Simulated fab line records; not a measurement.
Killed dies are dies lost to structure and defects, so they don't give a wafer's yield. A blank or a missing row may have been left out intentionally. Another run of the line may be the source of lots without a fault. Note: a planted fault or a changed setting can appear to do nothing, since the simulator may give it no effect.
fab line records -- flow rit_cmos
record lots=15, wafers=45, last_day=8
route steps=202 shown NSD@132 PSD@152 M1@202
lots untouched by any fault: they come from a run of this same line in which no faults occurred
start_h: start of the lot's first displayed wafer, in hours after the record's first day -- wait_h: hours elapsed since this lot's preceding step -- " same as the row above -- L1.1+2: a row that stands for several wafers -- - value missing, or start not given -- * or withheld: withheld -- < > ~ a bound
route shown NAME@n: NAME is a module with steps in the file, n the number in the route of the first one -- usual: average and standard deviation across the fault-free wafers -- same: alike in all rows -- chamber/n: place in a boat -- sites: per-site readings -- _std_site: the values' standard deviation -- _edge_site: the outer-site mean with the inner-site mean subtracted -- radius_mm: how far each site lies from the wafer's centre -- mask NAME#n: copy n -- behind: the most recent tool/chamber to have shaped the wafer -- hold: why the lot went on hold/how many hours it stayed there/how the hold came to an end -- device: whichever transistor did not switch (one of n, p or np) -- end of line: the same wafers' tests at the end of the route -- where a step has no rows: the recipe by itself -- killed: at the first sort, the dies lost to defects and structure; wafer yield is something else -- map: shows each die of a wafer: x if killed, . if not, _ if none is there
set.NAME: setting as actually run; set.NAME@STEP: the setting as run at that earlier step -- model.NAME: the simulator's own value behind a step, which no gauge read
one table for each step of the route and one row for each wafer, over a sample of lots
## steps
# step RIT_NSD_COAT_01
# recipe resist=NOVOLAK, spin_rpm=3250, resist_thk_nm=1000
# usual chill_plate_temp_C=23.00/0.1, dispense_pressure_kPa=51.1/1.8
lot.wafer,tool,chamber,start_h,wait_h,chill_plate_temp_C,dispense_pressure_kPa
L720.4,litho_track-03,0,65.37,0.1,23.07,50.0
L720.5,litho_track-03,0,65.37,0.1,23.19,49.9
L720.6,litho_track-03,0,65.37,0.1,23.28,50.0
L722.1,litho_track-03,0,74.99,0.1,23.02,49.9
L722.2,litho_track-03,0,74.99,0.1,23.04,49.9
L722.5,litho_track-03,0,74.99,0.1,23.01,49.9
L723.2,litho_track-04,0,79.89,0.1,22.79,54.9
L723.4,litho_track-04,0,79.89,0.1,22.94,55.0
L723.6,litho_track-04,0,79.89,0.1,22.78,54.9
L725.3,litho_track-04,0,90.28,0.1,23.02,54.9
L725.4,litho_track-04,0,90.28,0.1,22.97,54.9
L725.5,litho_track-04,0,90.28,0.1,22.87,54.9
L726.1,litho_track-02,0,94.28,0.1,23.12,51.1
L726.3,litho_track-02,0,94.28,0.1,23.11,51.1
L726.4,litho_track-02,0,94.28,0.1,23.03,51.1
L727.2,litho_track-02,0,98.20,0.1,23.03,51.0
L727.3,litho_track-02,0,98.20,0.1,22.95,51.1
L727.6,litho_track-02,0,98.20,0.1,22.93,51.1
L728.2,litho_track-04,0,104.01,0.1,22.99,54.9
L728.4,litho_track-04,0,104.01,0.1,22.97,54.9
L728.5,litho_track-04,0,104.01,0.1,22.96,54.9
L729.3,litho_track-03,0,108.21,0.1,23.06,49.9
L729.4,litho_track-03,0,108.21,0.1,22.81,49.9
L729.5,litho_track-03,0,108.21,0.1,23.04,49.9
L730.1,litho_track-02,0,111.58,0.1,22.99,51.0
L730.2,litho_track-02,0,111.58,0.1,23.18,51.1
L730.3,litho_track-02,0,111.58,0.1,23.05,51.1
L733.1,litho_track-04,-,122.10,0.1,-,-
L733.4,litho_track-04,-,122.10,0.1,-,-
L733.6,litho_track-04,-,122.10,0.1,-,-
L732.2,litho_track-02,-,122.31,0.1,-,-
L732.3,litho_track-02,-,122.31,0.1,-,-
L732.4,litho_track-02,-,122.31,0.1,-,-
L734.4,litho_track-03,-,130.21,0.1,-,-
L734.5,litho_track-03,-,130.21,0.1,-,-
L734.6,litho_track-03,-,130.21,0.1,-,-
L735.1,litho_track-03,0,135.40,0.1,22.97,50.0
L735.2,litho_track-03,0,135.40,0.1,22.83,49.9
L735.4,litho_track-03,0,135.40,0.1,22.82,49.9
L736.1,litho_track-03,0,139.27,0.1,22.98,49.9
L736.2,litho_track-03,0,139.27,0.1,23.05,50.0
L736.6,litho_track-03,0,139.27,0.1,22.87,50.0
L742.1,litho_track-02,0,171.08,0.1,23.05,51.1
L742.2,litho_track-02,0,171.08,0.1,23.11,51.0
L742.3,litho_track-02,0,171.08,0.1,23.10,51.0
# step RIT_NSD_OVL_MEAS_06
# usual NSD_OVL=0.3/1.5
lot.wafer,tool,chamber,start_h,wait_h,NSD_OVL[nm]
L720.4,overlay-01,-,66.14,-,-0.1
L720.5,overlay-01,-,66.14,-,-0.5
L720.6,overlay-01,-,66.14,-,-0.3
L722.1,overlay-01,-,75.81,-,0.4
L722.2,overlay-01,-,75.81,-,-1.0
L722.5,overlay-01,-,75.81,-,1.8
L723.2,overlay-01,-,80.57,-,0.8
L723.4,overlay-01,-,80.57,-,-0.6
L723.6,overlay-01,-,80.57,-,0.0
L725.3,overlay-02,-,90.94,-,0.2
L725.4,overlay-02,-,90.94,-,-2.3
L725.5,overlay-02,-,90.94,-,-0.3
L726.1,overlay-01,-,95.10,-,0.6
L726.3,overlay-01,-,95.10,-,0.0
L726.4,overlay-01,-,95.10,-,-0.4
L727.2,overlay-01,-,99.01,-,0.9
L727.3,overlay-01,-,99.01,-,2.2
L727.6,overlay-01,-,99.01,-,-0.4
L728.2,overlay-02,-,104.82,-,0.3
L728.4,overlay-02,-,104.82,-,-0.9
L728.5,overlay-02,-,104.82,-,0.0
L729.3,overlay-01,-,108.88,-,4.0
L729.4,overlay-01,-,108.88,-,2.5
L729.5,overlay-01,-,108.88,-,2.7
L730.1,overlay-01,-,112.40,-,0.7
L730.2,overlay-01,-,112.40,-,-0.7
L730.3,overlay-01,-,112.40,-,0.0
L733.1,overlay-02,-,122.80,-,-
L733.4,overlay-02,-,122.80,-,-
L733.6,overlay-02,-,122.80,-,-
L732.2,overlay-01,-,122.99,-,-
L732.3,overlay-01,-,122.99,-,-
L732.4,overlay-01,-,122.99,-,-
L734.4,overlay-02,-,130.89,-,-
L734.5,overlay-02,-,130.89,-,-
L734.6,overlay-02,-,130.89,-,-
L735.1,overlay-01,-,136.14,-,0.3
L735.2,overlay-01,-,136.14,-,-0.4
L735.4,overlay-01,-,136.14,-,-2.2
L736.1,overlay-01,-,139.98,-,-0.7
L736.2,overlay-01,-,139.98,-,0.7
L736.6,overlay-01,-,139.98,-,-0.3
L742.1,overlay-02,-,171.90,-,-0.2
L742.2,overlay-02,-,171.90,-,0.0
L742.3,overlay-02,-,171.90,-,-0.3
# step RIT_PSD_TW_MEAS_10
# usual PSD_TW=3404/19
lot.wafer,tool,chamber,start_h,wait_h,hold,PSD_TW
L720.4,film_metro-01,-,68.27,0.1,-,3407
L720.5,film_metro-01,-,68.27,0.1,-,3420
L720.6,film_metro-01,-,68.27,0.1,-,3420
L722.1,film_metro-04,-,77.74,0.1,-,3408
L722.2,film_metro-04,-,77.74,0.1,-,3392
L722.5,film_metro-04,-,77.74,0.1,-,3401
L723.2,film_metro-01,-,82.64,0.1,-,3448
L723.4,film_metro-01,-,82.64,0.1,-,3451
L723.6,film_metro-01,-,82.64,0.1,-,3454
L725.3,film_metro-04,-,92.88,0.1,-,3398
L725.4,film_metro-04,-,92.88,0.1,-,3395
L725.5,film_metro-04,-,92.88,0.1,-,3413
L726.1,film_metro-03,-,97.04,0.1,-,3393
L726.3,film_metro-03,-,97.04,0.1,-,3387
L726.4,film_metro-03,-,97.04,0.1,-,3369
L727.2,film_metro-01,-,101.43,0.1,-,3412
L727.3,film_metro-01,-,101.43,0.1,-,3416
L727.6,film_metro-01,-,101.43,0.1,-,3422
L728.2,film_metro-03,-,107.17,0.1,-,3379
L728.4,film_metro-03,-,107.17,0.1,-,3393
L728.5,film_metro-03,-,107.17,0.1,-,3373
L729.3,film_metro-03,-,111.22,0.1,-,3380
L729.4,film_metro-03,-,111.22,0.1,-,3387
L729.5,film_metro-03,-,111.22,0.1,-,3401
L730.1,film_metro-03,-,114.43,0.1,-,3401
L730.2,film_metro-03,-,114.43,0.1,-,3414
L730.3,film_metro-03,-,114.43,0.1,-,3402
L733.1,film_metro-04,-,124.80,0.1,await_dispo/0.2h/release,3611
L733.4,film_metro-04,-,124.80,0.1,await_dispo/0.2h/release,3583
L733.6,film_metro-04,-,124.80,0.1,await_dispo/0.2h/release,3594
L733.1,film_metro-04,-,125.09,0.3,-,3589
L733.4,film_metro-04,-,125.09,0.3,-,3600
L733.6,film_metro-04,-,125.09,0.3,-,3609
L732.2,film_metro-04,-,125.04,0.1,await_dispo/0.2h/release,3610
L732.3,film_metro-04,-,125.04,0.1,await_dispo/0.2h/release,3598
L732.4,film_metro-04,-,125.04,0.1,await_dispo/0.2h/release,3583
L732.2,film_metro-04,-,125.27,0.2,-,3597
L732.3,film_metro-04,-,125.27,0.2,-,3593
L732.4,film_metro-04,-,125.27,0.2,-,3595
L734.4,film_metro-04,-,132.84,0.1,await_dispo/0.2h/release,3604
L734.5,film_metro-04,-,132.84,0.1,await_dispo/0.2h/release,3593
L734.6,film_metro-04,-,132.84,0.1,await_dispo/0.2h/release,3602
L734.4,film_metro-04,-,133.07,0.2,-,3583
L734.5,film_metro-04,-,133.07,0.2,-,3596
L734.6,film_metro-04,-,133.07,0.2,-,3602
L735.1,film_metro-01,-,138.07,0.1,-,3402
L735.2,film_metro-01,-,138.07,0.1,-,3397
L735.4,film_metro-01,-,138.07,0.1,-,3400
L736.1,film_metro-01,-,141.92,0.1,-,3426
L736.2,film_metro-01,-,141.92,0.1,-,3420
L736.6,film_metro-01,-,141.92,0.1,-,3422
L742.1,film_metro-03,-,173.96,0.1,-,3427
L742.2,film_metro-03,-,173.96,0.1,-,3422
L742.3,film_metro-03,-,173.96,0.1,-,3412
# step RIT_M1_PROBE_99
# usual killed_at_M0_to_M3=0.0/0.12, killed_at_contacts=0.0/0.16, killed_at_front_end=7.5/2.8, killed_dies=7.6/2.9, killed_on_rim=2.1/1.4, killed_open=3.7/2, killed_short=3.8/2
# same gross_dies=264, killed_at_M4_up=0, killed_at_back_side=0, killed_at_other=0
lot.wafer,tool,chamber,start_h,wait_h,hold,killed_at_M0_to_M3,killed_at_contacts,killed_at_front_end,killed_dies,killed_on_rim,killed_open,killed_short
L729.3,prober-01,-,119.39,0.2,-,0,0,9,9,1,5,4
L729.4,prober-01,-,119.44,0.2,-,0,0,4,4,1,3,1
L729.5,prober-01,-,119.49,0.2,-,0,0,5,5,3,4,1
L732.2,prober-02,-,136.96,0.1,await_dispo/1.3h/scrap,0,0,264,264,70,4,6
L732.3,prober-02,-,137.01,0.2,await_dispo/1.3h/scrap,0,0,264,264,70,5,7
L732.4,prober-02,-,137.06,0.2,await_dispo/1.3h/scrap,0,0,264,264,70,5,3
L733.1,prober-01,-,142.01,0.1,await_dispo/6.7h/scrap,0,0,264,264,70,5,4
L733.4,prober-01,-,142.16,0.2,await_dispo/6.7h/scrap,0,0,264,264,70,4,4
L733.6,prober-01,-,142.26,0.2,await_dispo/6.7h/scrap,0,0,264,264,70,8,3
L734.4,prober-01,-,145.92,0.2,await_dispo/4.4h/scrap,0,0,264,264,70,2,2
L734.5,prober-01,-,145.97,0.2,await_dispo/4.4h/scrap,0,1,263,264,70,2,3
L734.6,prober-01,-,146.02,0.2,await_dispo/4.4h/scrap,0,0,264,264,70,5,1
L742.1,prober-01,-,182.13,0.1,-,0,0,8,8,2,6,2
L742.2,prober-01,-,182.18,0.1,-,0,0,9,9,1,3,6
L742.3,prober-01,-,182.23,0.2,-,0,1,13,14,3,5,9
# killed by level:class
L729.3 GATE:geometric_particle:short=2 REOX:geometric_particle:short=2 REOX:geometric_particle:open=2 SPACER:geometric_particle:open=2 FOX2:geometric_particle:open=1
L729.4 GATE:geometric_particle:open=1 SPACER:geometric_particle:open=1 SILICIDE:geometric_particle:open=1 SILICIDE:geometric_particle:short=1
L729.5 GATE:geometric_particle:open=2 FOX1:geometric_particle:open=1 GATE:geometric_particle:short=1 SILICIDE:geometric_particle:open=1
L732.2 NSD:area_expose=254 FOX2:geometric_particle:short=3 FOX2:geometric_particle:open=3 GATE:geometric_particle:short=2 FOX1:geometric_particle:short=1 REOX:geometric_particle:open=1
L732.3 NSD:area_expose=252 GATE:geometric_particle:short=3 FOX2:geometric_particle:short=2 FOX2:geometric_particle:open=2 FOX1:geometric_particle:open=1 GATE:geometric_particle:open=1 SPACER:geometric_particle:short=1 SILICIDE:geometric_particle:open=1
L732.4 NSD:area_expose=256 GATE:geometric_particle:short=3 GATE:geometric_particle:open=2 FOX1:geometric_particle:open=1 FOX2:geometric_particle:open=1 REOX:geometric_particle:open=1
L733.1 NSD:area_expose=255 GATE:geometric_particle:short=2 FOX1:geometric_particle:open=1 FOX2:geometric_particle:open=1 FOX2:geometric_particle:short=1 GATE:geometric_particle:open=1 REOX:geometric_particle:open=1 SPACER:geometric_particle:short=1
L733.4 NSD:area_expose=256 GATE:geometric_particle:open=2 REOX:geometric_particle:open=2 FOX1:geometric_particle:short=1 GATE:geometric_particle:short=1 REOX:geometric_particle:short=1 SPACER:geometric_particle:short=1
L733.6 NSD:area_expose=253 REOX:geometric_particle:open=4 SPACER:geometric_particle:open=3 REOX:geometric_particle:short=2 FOX1:geometric_particle:open=1 GATE:geometric_particle:short=1
L734.4 NSD:area_expose=260 GATE:geometric_particle:open=1 GATE:geometric_particle:short=1 SPACER:geometric_particle:open=1 SPACER:geometric_particle:short=1
L734.5 NSD:area_expose=259 REOX:geometric_particle:short=2 GATE:geometric_particle:short=1 GATE:geometric_particle:open=1 CONTACT:geometric_particle:open=1
L734.6 NSD:area_expose=258 GATE:geometric_particle:open=3 FOX1:geometric_particle:open=1 FOX2:geometric_particle:open=1 GATE:geometric_particle:short=1
L742.1 GATE:geometric_particle:open=5 GATE:geometric_particle:short=1 REOX:geometric_particle:open=1 SILICIDE:geometric_particle:short=1
L742.2 REOX:geometric_particle:short=3 GATE:geometric_particle:open=2 FOX2:geometric_particle:short=1 GATE:geometric_particle:short=1 SPACER:geometric_particle:open=1 SPACER:geometric_particle:short=1
L742.3 GATE:geometric_particle:short=3 REOX:geometric_particle:short=2 SPACER:geometric_particle:open=2 FOX1:geometric_particle:short=1 FOX2:geometric_particle:short=1 GATE:geometric_particle:open=1 REOX:geometric_particle:open=1 SILICIDE:geometric_particle:short=1
## key
first_sign step=RIT_NSD_COAT_01, reading=tool_record, direction=missing
effect step=RIT_NSD_OVL_MEAS_06, reading=NSD_OVL, direction=missing
effect step=RIT_PSD_TW_MEAS_10, reading=visit, direction=added
effect step=RIT_PSD_TW_MEAS_10, reading=PSD_TW, direction=up, sigmas=10, usual=3404, struck=3598
effect step=RIT_M1_PROBE_99, reading=killed_at_front_end, direction=up, sigmas=90, usual=7.5, struck=263.9
more_kills_born_at RIT_NSD_EXPOSE_03@iline_stepper-01=2303
met_at RIT_NSD_COAT_01
struck_lots L732,L733,L734
tester_left_out L732,L733,L734
onset_between 111.58 122.10
fault kind=skipped_step_whole, tool=litho_track-02,litho_track-03,litho_track-04, chamber=-, onset_h=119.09, steps=RIT_NSD_COAT_01, scope=struck_lots_only
# tester_left_out: of these lots the tester's yield and bins aren't shown, on N5 and GAA mostly nor the transistor test; their killed dies are dies lost to structure and defects alone, not to doping, threshold or leakage, so they don't give the yield
